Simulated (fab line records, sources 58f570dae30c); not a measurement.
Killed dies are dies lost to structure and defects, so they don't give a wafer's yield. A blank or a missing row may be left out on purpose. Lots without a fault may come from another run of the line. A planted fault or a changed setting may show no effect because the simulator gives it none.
A struck lot beside a sound one | flow berkeley_cmos170 | 16 steps out of a route of 331
Sound: wafers L234.1, L234.2, L234.4. Struck: wafer L247.4. (L247.1, L247.5 of the same lot were not struck and are left out.) The cause comes at the end.
At each step with rows: each side's tool, then ch and its chambers, then its first start. Under that, the readings that differ: sound wafers | struck wafers | difference of the means | sigmas: that difference in standard deviations of wafers without a fault.
alike: readings whose means differ by less than 2 such deviations, and words and numbers that are the same on both sides. not compared: withheld readings, readings that some wafer has no value for, bounds like >300 that may hide the same value, and numbers for which the record gives no deviation and whose values overlap.
The two part at a step that has a row with sigmas, a row that says differs or no value, or rows on one side only. Numbers that don't overlap but have no deviation are shown without sigmas and don't part them. A reading that every wafer of one side lacks parts them only if that side has two wafers or more.

first, 6 steps without rows for these wafers: UCB170_M2_COAT_09; UCB170_M2_COAT_10 (resist thk 900 nm); UCB170_M2_SOFTBAKE_11 (time 60 s); UCB170_M2_EXPOSE_12 (exposes mask METAL2, target cd 700 nm); UCB170_M2_PEB_13; UCB170_M2_DEVELOP_14 (develop time 45 s).
UCB170_M2_CD_MEAS_15: target cd 700 nm.
  sound on cd_sem-02, day 10 01:38; struck on cd_sem-02, day 12 23:09
  alike: cd_nm
UCB170_M2_OVL_MEAS_16:
  sound on overlay-01, day 10 01:45; struck on overlay-01, day 12 23:16
  reading     | sound    | struck | difference | sigmas
  M2_OVL (nm) | -7 -5 -7 | 6      | +12        | +2
UCB170_M2_ETCH_17: etches BARC in N2/H2.
  sound on rie_diel-03 ch 0,1, day 10 01:47; struck on rie_diel-03 ch 2, day 12 23:18
  alike: drypump_motor_current_A, oes_product_au, throttle_valve_pct
UCB170_M2_METAL_ETCH_18: etches Al in Cl2/BCl3, stops on SiO2, target depth 1170 nm, time 195 s.
  sound on rie_metal-01 ch 0,1, day 10 01:50; struck on rie_metal-02 ch 0, day 12 23:20
  reading                | sound             | struck | difference | sigmas
  throttle_valve_pct (%) | 24.38 24.32 24.32 | 24.75  | +0.41      | +3
  alike: drypump_motor_current_A, oes_product_au
  not compared: rf_hours_counter_h
UCB170_M2_STRIP_19: strips in O2.
  sound on plasma_asher-03 ch 0,1, day 10 02:01; struck on plasma_asher-03 ch 1, day 12 23:32
  alike: drypump_motor_current_A, oes_product_au
  not compared: rf_hours_counter_h
UCB170_M2_CD_MEAS_90: target cd 700 nm.
  sound on cd_sem-02, day 10 02:07; struck on cd_sem-01, day 12 23:38
  alike: cd_nm
UCB170_V2_CVD_00: deposits SiO2 from TEOS/O2, target thk 2000 nm, time 250 s.
  sound on pecvd-03 ch 0,1,2, day 10 02:14; struck on pecvd-01 ch 2, day 12 23:45
  reading                             | sound             | struck | difference | sigmas
  run_length_s (s)                    | 278.0 277.4 277.6 | 243.1  | -34.6      | -56
  model.SiO2_of_V2_CVD_00.thk_nm (nm) | 1953 1966 2007    | 1753   | -222       |
  alike: heater_power_w
UCB170_V2_THK_MEAS_01:
  sound on film_metro-03, day 10 02:23; struck on film_metro-02, day 12 23:55
  reading          | sound          | struck | difference | sigmas
  V2_TEOS_THK (nm) | 1954 1967 2007 | 1752   | -224       | -9
UCB170_V2_CMP_02: polishes SiO2.
  sound on cmp-01 ch 0,1,3, day 10 02:27; struck on cmp-02 ch 1, day 12 23:58
  alike: motor_current_A
UCB170_M3_PROBE_99:
  the record has rows for the sound wafers here (prober-01, day 10 09:52) and none for the struck ones

WHERE THEY PART
First at UCB170_M2_OVL_MEAS_16; last, within this record, at UCB170_M3_PROBE_99.

WHY: what the simulator had put in
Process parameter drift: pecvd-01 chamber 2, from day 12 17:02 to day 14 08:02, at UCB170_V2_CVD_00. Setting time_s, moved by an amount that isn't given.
